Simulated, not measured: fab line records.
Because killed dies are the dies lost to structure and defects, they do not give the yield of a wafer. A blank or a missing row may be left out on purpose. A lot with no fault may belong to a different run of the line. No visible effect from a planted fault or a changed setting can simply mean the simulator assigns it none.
fab line records	flow ritCmos	part 1 of 2: steps 1 to 29 of 40
record lots=5	wafers=15	lastDay=7
route steps=202 shown NLDD@111 PLDD@114 SPACER@125 NSD@131 PSD@142
lots that met no fault: taken from a fault-free run of the same line
startH: hours from the record's opening day to when the first of the lot's shown wafers began	waitH: how many hours have passed since the lot's step before this one	" the same as in the row above	L1.1+2: a row that stands for several wafers	- value missing, or start not given	* or withheld: withheld	< > ~ a bound
route shown NAME@n: names a module that has steps shown in the file, with the first one's number in the route	usual: mean/standard deviation taken from wafers without a fault	same: alike in all rows	chamber/n: place in a boat	sites: each site's reading	_std_site: the values' standard deviation	_edge_site: the outer-site mean with the inner-site mean subtracted	radiusMm: for every site, how far away it sits from the centre of the wafer	mask NAME#n: copy n	behind: tool/chamber where the wafer was last shaped	hold: why the lot was held/for how many hours/how that ended	device: names the non-switching transistor (n, p or np)	end of line: the same wafers' tests at the end of the route	step lacking rows: just its recipe	killed: not the wafer's yield, but the dies lost to structure and defects at the first sort	map: per-die view of a wafer (x killed, . not killed, _ where there is no die)
set.NAME: the setting as run; set.NAME@STEP: as run at that earlier step	model.NAME: the simulator's own value behind a step, which no gauge read
lots at some steps of the route; a table a step, a row a wafer
services: a tool's chamber out of use, with start hour (startH, from the record's first day; less than 0 if before it), hours out, and reason
## steps
# step RIT_NLDD_IMPLANT_08
# recipe species=P	energyKev=20	doseCm2=4.891e+14	tiltDeg=7
lot.wafer	tool	chamber	startH	waitH
L079.1+3+6	implanter-04	0	72.93	0.1
L082.3+4+6	implanter-01	0	82.04	0.1
L095.1+2+5	implanter-02	0	148.88	0.1
L096.2+3+5	implanter-02	0	153.09	0.1
L097.3+4+5	implanter-01	0	157.21	0.1
# step RIT_NLDD_STRIP_09
# recipe chemistry=O2	timeS=180	resist=NOVOLAK	platenTempC=withheld	powerW=500	pressureMtorr=4000	o2FlowSccm=4000
# usual drypumpMotorCurrentA=5.7/0.56	o2FlowSccm=3998/14
lot.wafer	tool	chamber	startH	waitH	drypumpMotorCurrentA	o2FlowSccm	rfHoursCounterH
L079.1	plasmaAsher-04	0	73.08	0.1	5.7	4006	28
L079.3	"	0	"	"	5.7	4008	-
L079.6	"	1	"	"	5.3	3979	-
L082.3	plasmaAsher-03	0	82.19	0.1	4.9	3971	-
L082.4	"	1	"	"	6.3	3991	-
L082.6	"	1	"	"	6.3	3996	-
L095.1	plasmaAsher-02	0	149.03	0.1	6.7	4010	53
L095.2	"	1	"	"	5.9	4040	53
L095.5	"	1	"	"	5.9	4035	-
L096.2	plasmaAsher-04	1	153.22	0.1	5.3	3995	37
L096.3	"	1	"	"	5.3	4009	-
L096.5	"	1	"	"	5.3	4004	-
L097.3	plasmaAsher-04	0	157.37	0.1	5.7	4031	-
L097.4	"	1	"	"	5.3	3996	-
L097.5	"	0	"	"	5.7	3987	-
# step RIT_NLDD_TW_MEAS_10
# usual NLDD_TW=2463/14
lot.wafer	tool	chamber	startH	waitH	NLDD_TW
L079.1	filmMetro-01	-	73.25	0.1	2452
L079.3	"	-	"	"	2467
L079.6	"	-	"	"	2451
L082.3	filmMetro-04	-	82.33	0.1	2441
L082.4	"	-	"	"	2459
L082.6	"	-	"	"	2443
L095.1	filmMetro-04	-	149.20	0.1	2482
L095.2	"	-	"	"	2472
L095.5	"	-	"	"	2468
L096.2	filmMetro-04	-	153.40	0.1	2487
L096.3	"	-	"	"	2473
L096.5	"	-	"	"	2477
L097.3	filmMetro-01	-	157.51	0.1	2456
L097.4	"	-	"	"	2470
L097.5	"	-	"	"	2468
# step RIT_PLDD_HMDS_00
# recipe primeTimeS=60	primeTempC=140
# usual resistLineTempC=22.99/0.1
lot.wafer	tool	chamber	startH	waitH	resistLineTempC
L079.1	lithoTrack-04	0	73.31	0.1	22.99
L079.3	"	0	"	"	22.99
L079.6	"	0	"	"	23.08
L082.3	lithoTrack-04	0	82.42	0.1	22.91
L082.4	"	0	"	"	22.94
L082.6	"	0	"	"	22.87
L095.1	lithoTrack-02	0	149.26	0.1	23.07
L095.2	"	0	"	"	23.13
L095.5	"	0	"	"	22.94
L096.2	lithoTrack-01	0	153.48	0.1	22.89
L096.3	"	0	"	"	23.03
L096.5	"	0	"	"	22.98
L097.3	lithoTrack-04	0	157.60	0.1	22.92
L097.4	"	0	"	"	23.08
L097.5	"	0	"	"	22.96
# step RIT_PLDD_COAT_01
# recipe resist=NOVOLAK	spinRpm=3250	resistThkNm=1000
# usual resistLineTempC=22.99/0.12
lot.wafer	tool	chamber	startH	waitH	resistLineTempC
L079.1	lithoTrack-04	0	73.46	0.1	22.78
L079.3	"	0	"	"	22.78
L079.6	"	0	"	"	22.96
L082.3	lithoTrack-04	0	82.57	0.1	22.91
L082.4	"	0	"	"	23.13
L082.6	"	0	"	"	22.92
L095.1	lithoTrack-02	0	149.41	0.1	23.07
L095.2	"	0	"	"	23.25
L095.5	"	0	"	"	23.26
L096.2	lithoTrack-01	0	153.63	0.1	22.95
L096.3	"	0	"	"	22.95
L096.5	"	0	"	"	22.90
L097.3	lithoTrack-04	0	157.75	0.1	22.91
L097.4	"	0	"	"	22.75
L097.5	"	0	"	"	22.77
# step RIT_PLDD_SOFTBAKE_02
# recipe resist=NOVOLAK	tempC=90	timeS=60
# usual resistLineTempC=23.01/0.096
lot.wafer	tool	chamber	startH	waitH	resistLineTempC
L079.1	lithoTrack-04	0	73.61	0.1	22.95
L079.3	"	0	"	"	22.97
L079.6	"	0	"	"	22.90
L082.3	lithoTrack-04	0	82.72	0.1	23.09
L082.4	"	0	"	"	23.06
L082.6	"	0	"	"	23.08
L095.1	lithoTrack-02	0	149.56	0.1	23.01
L095.2	"	0	"	"	22.88
L095.5	"	0	"	"	22.82
L096.2	lithoTrack-01	0	153.78	0.1	23.05
L096.3	"	0	"	"	23.19
L096.5	"	0	"	"	23.11
L097.3	lithoTrack-04	0	157.90	0.1	22.96
L097.4	"	0	"	"	23.02
L097.5	"	0	"	"	22.89
# step RIT_PLDD_EXPOSE_03
# recipe maskId=M8	na=0.57	targetCdNm=40900	doseMj=250
lot.wafer	tool	chamber	startH	waitH	mask
L079.1+3+6	ilineStepper-01	0	73.89	0.2	M8#0
L082.3+4+6	ilineStepper-01	0	82.98	0.2	M8#0
L095.1+2+5	ilineStepper-01	0	149.84	0.2	M8#0
L096.2+3+5	ilineStepper-02	0	154.05	0.2	M8#0
L097.3+4+5	ilineStepper-02	0	158.04	0.1	M8#0
# step RIT_PLDD_PEB_04
# recipe resist=NOVOLAK	tempC=withheld	timeS=withheld
# usual resistLineTempC=*
lot.wafer	tool	chamber	startH	waitH	resistLineTempC
L079.1	lithoTrack-04	0	74.00	0.1	*
L079.3	"	0	"	"	*
L079.6	"	0	"	"	*
L082.3	lithoTrack-01	0	83.24	0.2	*
L082.4	"	0	"	"	*
L082.6	"	0	"	"	*
L095.1	lithoTrack-02	0	149.95	0.1	*
L095.2	"	0	"	"	*
L095.5	"	0	"	"	*
L096.2	lithoTrack-02	0	154.17	0.1	*
L096.3	"	0	"	"	*
L096.5	"	0	"	"	*
L097.3	lithoTrack-04	0	158.17	0.1	*
L097.4	"	0	"	"	*
L097.5	"	0	"	"	*
# step RIT_PLDD_DEVELOP_05
# recipe resist=NOVOLAK	developTimeS=50	devTempC=23
# usual resistLineTempC=23.01/0.12
lot.wafer	tool	chamber	startH	waitH	resistLineTempC
L079.1	lithoTrack-04	0	-	-	22.85
L079.3	"	0	"	"	22.90
L079.6	"	0	"	"	22.82
L082.3	lithoTrack-01	0	-	-	23.07
L082.4	"	0	"	"	22.98
L082.6	"	0	"	"	22.92
L095.1	lithoTrack-02	0	-	-	23.06
L095.2	"	0	"	"	23.00
L095.5	"	0	"	"	22.87
L096.2	lithoTrack-02	0	-	-	22.86
L096.3	"	0	"	"	22.88
L096.5	"	0	"	"	22.98
L097.3	lithoTrack-04	0	-	-	23.00
L097.4	"	0	"	"	23.07
L097.5	"	0	"	"	23.20
# step RIT_PLDD_OVL_MEAS_06
# usual PLDD_OVL=0.4/1.5
lot.wafer	tool	chamber	startH	waitH	PLDD_OVL[nm]
L079.1	overlay-02	-	74.29	-	2.7
L079.3	"	-	"	"	1.2
L079.6	"	-	"	"	4.2
L082.3	overlay-01	-	83.48	-	1.0
L082.4	"	-	"	"	-0.3
L082.6	"	-	"	"	0.4
L095.1	overlay-02	-	150.24	-	1.0
L095.2	"	-	"	"	0.3
L095.5	"	-	"	"	-0.2
L096.2	overlay-02	-	154.43	-	2.9
L096.3	"	-	"	"	2.1
L096.5	"	-	"	"	4.0
L097.3	overlay-01	-	158.41	-	1.3
L097.4	"	-	"	"	1.7
L097.5	"	-	"	"	1.8
# step RIT_PLDD_HARDBAKE_07
# recipe resist=NOVOLAK	tempC=140	timeS=60
# usual resistLineTempC=22.97/0.11
lot.wafer	tool	chamber	startH	waitH	resistLineTempC
L079.1	lithoTrack-01	0	74.32	0.0	22.78
L079.3	"	0	"	"	23.06
L079.6	"	0	"	"	22.95
L082.3	lithoTrack-04	0	83.56	0.1	22.99
L082.4	"	0	"	"	23.08
L082.6	"	0	"	"	22.92
L095.1	lithoTrack-02	0	150.27	0.0	23.04
L095.2	"	0	"	"	22.98
L095.5	"	0	"	"	22.95
L096.2	lithoTrack-01	0	154.49	0.0	22.84
L096.3	"	0	"	"	23.00
L096.5	"	0	"	"	23.07
L097.3	lithoTrack-01	0	158.49	0.1	22.88
L097.4	"	0	"	"	22.90
L097.5	"	0	"	"	22.96
# step RIT_PLDD_IMPLANT_08
# recipe species=BF2	energyKev=20	doseCm2=9e+14	tiltDeg=7
lot.wafer	tool	chamber	startH	waitH
L079.1+3+6	implanter-01	0	74.47	0.1
L082.3+4+6	implanter-01	0	83.71	0.1
L095.1+2+5	implanter-01	0	150.42	0.1
L096.2+3+5	implanter-01	0	154.64	0.1
L097.3+4+5	implanter-03	0	158.64	0.1
# step RIT_PLDD_STRIP_09
# recipe chemistry=O2	timeS=180	resist=NOVOLAK	platenTempC=withheld	powerW=500	pressureMtorr=4000	o2FlowSccm=4000
# usual drypumpMotorCurrentA=6.1/0.47	o2FlowSccm=3999/11
lot.wafer	tool	chamber	startH	waitH	drypumpMotorCurrentA	o2FlowSccm	rfHoursCounterH
L079.1	plasmaAsher-01	1	74.62	0.1	5.9	4002	44
L079.3	"	0	"	"	6.7	3985	-
L079.6	"	1	"	"	5.9	4009	-
L082.3	plasmaAsher-01	1	83.86	0.1	5.9	4005	-
L082.4	"	0	"	"	6.6	4006	-
L082.6	"	1	"	"	5.9	3999	-
L095.1	plasmaAsher-02	0	150.57	0.1	6.6	3993	53
L095.2	"	1	"	"	5.9	4026	53
L095.5	"	0	"	"	6.7	3988	-
L096.2	plasmaAsher-04	1	154.76	0.1	5.3	4004	37
L096.3	"	0	"	"	5.7	3993	-
L096.5	"	1	"	"	5.3	3998	-
L097.3	plasmaAsher-01	1	158.79	0.1	5.9	4005	-
L097.4	"	0	"	"	6.6	4006	-
L097.5	"	0	"	"	6.6	3992	-
# step RIT_PLDD_TW_MEAS_10
# usual PLDD_TW=2331/14
lot.wafer	tool	chamber	startH	waitH	PLDD_TW
L079.1	filmMetro-01	-	74.80	0.1	2331
L079.3	"	-	"	"	2340
L079.6	"	-	"	"	2339
L082.3	filmMetro-02	-	84.00	0.1	2333
L082.4	"	-	"	"	2322
L082.6	"	-	"	"	2324
L095.1	filmMetro-01	-	150.75	0.1	2322
L095.2	"	-	"	"	2337
L095.5	"	-	"	"	2341
L096.2	filmMetro-04	-	154.95	0.1	2337
L096.3	"	-	"	"	2349
L096.5	"	-	"	"	2341
L097.3	filmMetro-02	-	158.93	0.1	2304
L097.4	"	-	"	"	2330
L097.5	"	-	"	"	2315
# step RIT_SPACER_CLEAN_00
# recipe chemistry=SC1	mix=3:3:50	timeS=600	tempC=75
lot.wafer	tool	chamber	startH	waitH
L079.1+3+6	wetBench-03	3	74.86	0.1
L082.3+4+6	wetBench-03	2	84.06	0.0
L095.1+2+5	wetBench-03	3	150.81	0.1
L096.2+3+5	wetBench-01	3	155.00	0.0
L097.3+4+5	wetBench-04	0	158.97	0.0
# step RIT_SPACER_CLEAN_01
# recipe chemistry=dHF	dilution=50:1	timeS=30
lot.wafer	tool	chamber	startH	waitH
L079.1+3+6	wetBench-04	0	75.03	0.0
L082.3+4+6	wetBench-03	3	84.23	0.0
L095.1+2+5	wetBench-04	2	150.98	0.0
L096.2+3+5	wetBench-01	3	155.38	0.0
L097.3+4+5	wetBench-03	1	159.18	0.0
# step RIT_SPACER_CLEAN_02
# recipe chemistry=SC2	mix=3:3:50	timeS=600	tempC=75	dry=n2Spin
lot.wafer	tool	chamber	startH	waitH
L079.1+3+6	wetBench-03	2	75.05	0.0
L082.3+4+6	wetBench-03	1	84.25	0.0
L095.1+2+5	wetBench-03	2	151.00	0.0
L096.2+3+5	wetBench-01	3	155.42	0.0
L097.3+4+5	wetBench-04	0	159.20	0.0
# step RIT_SPACER_CVD_03
# recipe material=Si3N4	targetThkNm=250	tempC=810	precursor=SiH2Cl2/NH3	timeS=3300	pressureMtorr=300	sih2cl2FlowSccm=60	nh3FlowSccm=150
# usual spikeTcLoadC=834.4/2.2
lot.wafer	tool	chamber	startH	waitH	spikeTcLoadC
L079.1	lpcvd-01	1	75.23	0.0	835.0
L079.3	"	1	"	"	834.2
L079.6	"	1	"	"	837.0
L082.3	lpcvd-01	0	84.42	0.0	832.4
L082.4	"	0	"	"	831.8
L082.6	"	0	"	"	830.5
L095.1	lpcvd-02	1	151.18	0.0	838.0
L095.2	"	1	"	"	835.2
L095.5	"	1	"	"	834.2
L096.2	lpcvd-01	0	155.80	0.0	831.7
L096.3	"	0	"	"	830.8
L096.5	"	0	"	"	832.1
L097.3	lpcvd-02	1	159.40	0.0	836.4
L097.4	"	1	"	"	835.4
L097.5	"	1	"	"	837.4
# step RIT_SPACER_THK_MEAS_04
# recipe reads=Si3N4_of_SPACER_CVD_03
# usual SPACER_NITRIDE_THK=249.9/2.5
lot.wafer	tool	chamber	startH	waitH	SPACER_NITRIDE_THK[nm]
L079.1	filmMetro-03	-	77.14	0.0	245.6
L079.3	"	-	"	"	244.2
L079.6	"	-	"	"	243.0
L082.3	filmMetro-03	-	86.36	0.0	248.1
L082.4	"	-	"	"	249.3
L082.6	"	-	"	"	249.0
L095.1	filmMetro-02	-	153.09	0.0	252.7
L095.2	"	-	"	"	253.7
L095.5	"	-	"	"	252.6
L096.2	filmMetro-03	-	157.73	0.0	251.8
L096.3	"	-	"	"	251.6
L096.5	"	-	"	"	251.7
L097.3	filmMetro-02	-	161.34	0.0	248.0
L097.4	"	-	"	"	249.3
L097.5	"	-	"	"	248.3
# step RIT_SPACER_ETCHBACK_05
# recipe targetDepthA=2500	SF6_flow_sccm=30	CHF3_flow_sccm=30	target=Si3N4	chemistry=SF6/CHF3	pressureMtorr=40	rfW=250	timeS=240	stopOn=SiO2
# usual drypumpMotorCurrentA=5.5/0.38	oesProductAu=0.842/0.013	throttleValvePct=10.25/0.13
lot.wafer	tool	chamber	startH	waitH	drypumpMotorCurrentA	oesProductAu	rfHoursCounterH	throttleValvePct
L079.1	rieDiel-04	0	77.20	0.1	4.8	0.834	21	10.25
L079.3	"	3	"	"	5.3	0.835	114	10.06
L079.6	"	2	"	"	5.6	0.822	-	10.26
L082.3	rieDiel-01	1	86.40	0.0	4.8	0.855	33	10.02
L082.4	"	0	"	"	5.7	0.837	-	10.18
L082.6	"	3	"	"	5.3	0.832	-	10.16
L095.1	rieDiel-01	0	153.15	0.1	5.7	0.823	0	10.17
L095.2	"	2	"	"	5.6	0.867	14	10.38
L095.5	"	1	"	"	4.8	0.875	-	10.02
L096.2	rieDiel-03	0	157.78	0.0	5.9	0.828	5	10.37
L096.3	"	2	"	"	5.4	0.855	127	10.23
L096.5	"	3	"	"	6.0	0.849	-	10.36
L097.3	rieDiel-03	1	161.38	0.0	5.9	0.838	4	10.45
L097.4	"	2	"	"	5.4	0.851	127	10.24
L097.5	"	1	"	"	5.9	0.852	-	10.45
# step RIT_NSD_HMDS_00
# recipe primeTimeS=60	primeTempC=140
# usual resistLineTempC=23.00/0.1
lot.wafer	tool	chamber	startH	waitH	resistLineTempC
L079.1	lithoTrack-02	0	77.36	0.1	23.14
L079.3	"	0	"	"	23.06
L079.6	"	0	"	"	23.17
L082.3	lithoTrack-02	0	86.60	0.1	23.05
L082.4	"	0	"	"	22.98
L082.6	"	0	"	"	22.99
L095.1	lithoTrack-04	0	153.30	0.1	22.93
L095.2	"	0	"	"	22.96
L095.5	"	0	"	"	22.81
L096.2	lithoTrack-03	0	157.95	0.1	22.97
L096.3	"	0	"	"	23.06
L096.5	"	0	"	"	23.01
L097.3	lithoTrack-04	0	161.58	0.1	22.95
L097.4	"	0	"	"	22.95
L097.5	"	0	"	"	22.85
# step RIT_NSD_COAT_01
# recipe resist=NOVOLAK	spinRpm=3292	resistThkNm=1000
# usual resistLineTempC=23.02/0.1
lot.wafer	tool	chamber	startH	waitH	resistLineTempC
L079.1	lithoTrack-02	0	77.51	0.1	23.04
L079.3	"	0	"	"	23.13
L079.6	"	0	"	"	23.11
L082.3	lithoTrack-02	0	86.75	0.1	23.17
L082.4	"	0	"	"	23.11
L082.6	"	0	"	"	23.09
L095.1	lithoTrack-04	0	153.45	0.1	23.11
L095.2	"	0	"	"	23.19
L095.5	"	0	"	"	23.13
L096.2	lithoTrack-03	0	158.10	0.1	22.96
L096.3	"	0	"	"	23.05
L096.5	"	0	"	"	22.94
L097.3	lithoTrack-04	0	161.73	0.1	22.91
L097.4	"	0	"	"	23.09
L097.5	"	0	"	"	22.93
# step RIT_NSD_SOFTBAKE_02
# recipe resist=NOVOLAK	tempC=90	timeS=60
# usual resistLineTempC=22.99/0.096
lot.wafer	tool	chamber	startH	waitH	resistLineTempC
L079.1	lithoTrack-02	0	77.66	0.1	22.90
L079.3	"	0	"	"	22.78
L079.6	"	0	"	"	22.98
L082.3	lithoTrack-02	0	86.90	0.1	22.95
L082.4	"	0	"	"	22.96
L082.6	"	0	"	"	23.01
L095.1	lithoTrack-04	0	153.60	0.1	23.02
L095.2	"	0	"	"	23.17
L095.5	"	0	"	"	23.13
L096.2	lithoTrack-03	0	158.25	0.1	23.04
L096.3	"	0	"	"	23.04
L096.5	"	0	"	"	22.93
L097.3	lithoTrack-04	0	161.88	0.1	22.94
L097.4	"	0	"	"	22.96
L097.5	"	0	"	"	23.02
# step RIT_NSD_EXPOSE_03
# recipe maskId=M9	na=0.57	targetCdNm=40700	doseMj=250
lot.wafer	tool	chamber	startH	waitH	mask
L079.1+3+6	ilineStepper-01	0	77.93	0.2	M9#0
L082.3+4+6	ilineStepper-01	0	87.04	0.1	M9#0
L095.1+2+5	ilineStepper-01	0	153.88	0.2	M9#0
L096.2+3+5	ilineStepper-02	0	158.52	0.2	M9#0
L097.3+4+5	ilineStepper-02	0	162.02	0.1	M9#0
# step RIT_NSD_PEB_04
# recipe resist=NOVOLAK	tempC=withheld	timeS=withheld
# usual resistLineTempC=*
lot.wafer	tool	chamber	startH	waitH	resistLineTempC
L079.1	lithoTrack-03	0	78.05	0.1	*
L079.3	"	0	"	"	*
L079.6	"	0	"	"	*
L082.3	lithoTrack-04	0	87.28	0.2	*
L082.4	"	0	"	"	*
L082.6	"	0	"	"	*
L095.1	lithoTrack-04	0	153.99	0.1	*
L095.2	"	0	"	"	*
L095.5	"	0	"	"	*
L096.2	lithoTrack-02	0	158.64	0.1	*
L096.3	"	0	"	"	*
L096.5	"	0	"	"	*
L097.3	lithoTrack-04	0	162.15	0.1	*
L097.4	"	0	"	"	*
L097.5	"	0	"	"	*
# step RIT_NSD_DEVELOP_05
# recipe resist=NOVOLAK	developTimeS=50	devTempC=23
# usual resistLineTempC=22.97/0.11
lot.wafer	tool	chamber	startH	waitH	resistLineTempC
L079.1	lithoTrack-03	0	-	-	22.98
L079.3	"	0	"	"	23.08
L079.6	"	0	"	"	22.82
L082.3	lithoTrack-04	0	-	-	22.95
L082.4	"	0	"	"	23.02
L082.6	"	0	"	"	23.03
L095.1	lithoTrack-04	0	-	-	23.26
L095.2	"	0	"	"	22.99
L095.5	"	0	"	"	23.12
L096.2	lithoTrack-02	0	-	-	22.86
L096.3	"	0	"	"	22.92
L096.5	"	0	"	"	22.90
L097.3	lithoTrack-04	0	-	-	23.17
L097.4	"	0	"	"	23.13
L097.5	"	0	"	"	23.15
# step RIT_NSD_OVL_MEAS_06
# usual NSD_OVL=-1.5/1.4
lot.wafer	tool	chamber	startH	waitH	NSD_OVL[nm]
L079.1	overlay-01	-	78.33	-	0.2
L079.3	"	-	"	"	-1.7
L079.6	"	-	"	"	-2.2
L082.3	overlay-02	-	87.53	-	-5.4
L082.4	"	-	"	"	-3.4
L082.6	"	-	"	"	-2.8
L095.1	overlay-01	-	154.28	-	-1.9
L095.2	"	-	"	"	0.5
L095.5	"	-	"	"	-1.2
L096.2	overlay-02	-	158.91	-	0.4
L096.3	"	-	"	"	-1.4
L096.5	"	-	"	"	-1.7
L097.3	overlay-02	-	162.39	-	-2.1
L097.4	"	-	"	"	-2.0
L097.5	"	-	"	"	-1.2
# step RIT_NSD_HARDBAKE_07
# recipe resist=NOVOLAK	tempC=140.4	timeS=60
# usual resistLineTempC=23.01/0.086
lot.wafer	tool	chamber	startH	waitH	resistLineTempC
L079.1	lithoTrack-04	0	78.37	0.0	23.10
L079.3	"	0	"	"	23.00
L079.6	"	0	"	"	22.88
L082.3	lithoTrack-03	0	87.67	0.1	23.21
L082.4	"	0	"	"	23.08
L082.6	"	0	"	"	22.97
L095.1	lithoTrack-04	0	154.31	0.0	23.02
L095.2	"	0	"	"	23.06
L095.5	"	0	"	"	23.13
L096.2	lithoTrack-02	0	158.96	0.0	22.90
L096.3	"	0	"	"	23.04
L096.5	"	0	"	"	23.03
L097.3	lithoTrack-04	0	162.47	0.1	23.11
L097.4	"	0	"	"	22.92
L097.5	"	0	"	"	22.99
# step RIT_NSD_IMPLANT_08
# recipe species=P	energyKev=25	doseCm2=1e+15	tiltDeg=7
lot.wafer	tool	chamber	startH	waitH
L079.1+3+6	implanter-04	0	78.52	0.1
L082.3+4+6	implanter-02	0	87.82	0.1
L095.1+2+5	implanter-04	0	154.46	0.1
L096.2+3+5	implanter-02	0	159.11	0.1
L097.3+4+5	implanter-04	0	162.62	0.1
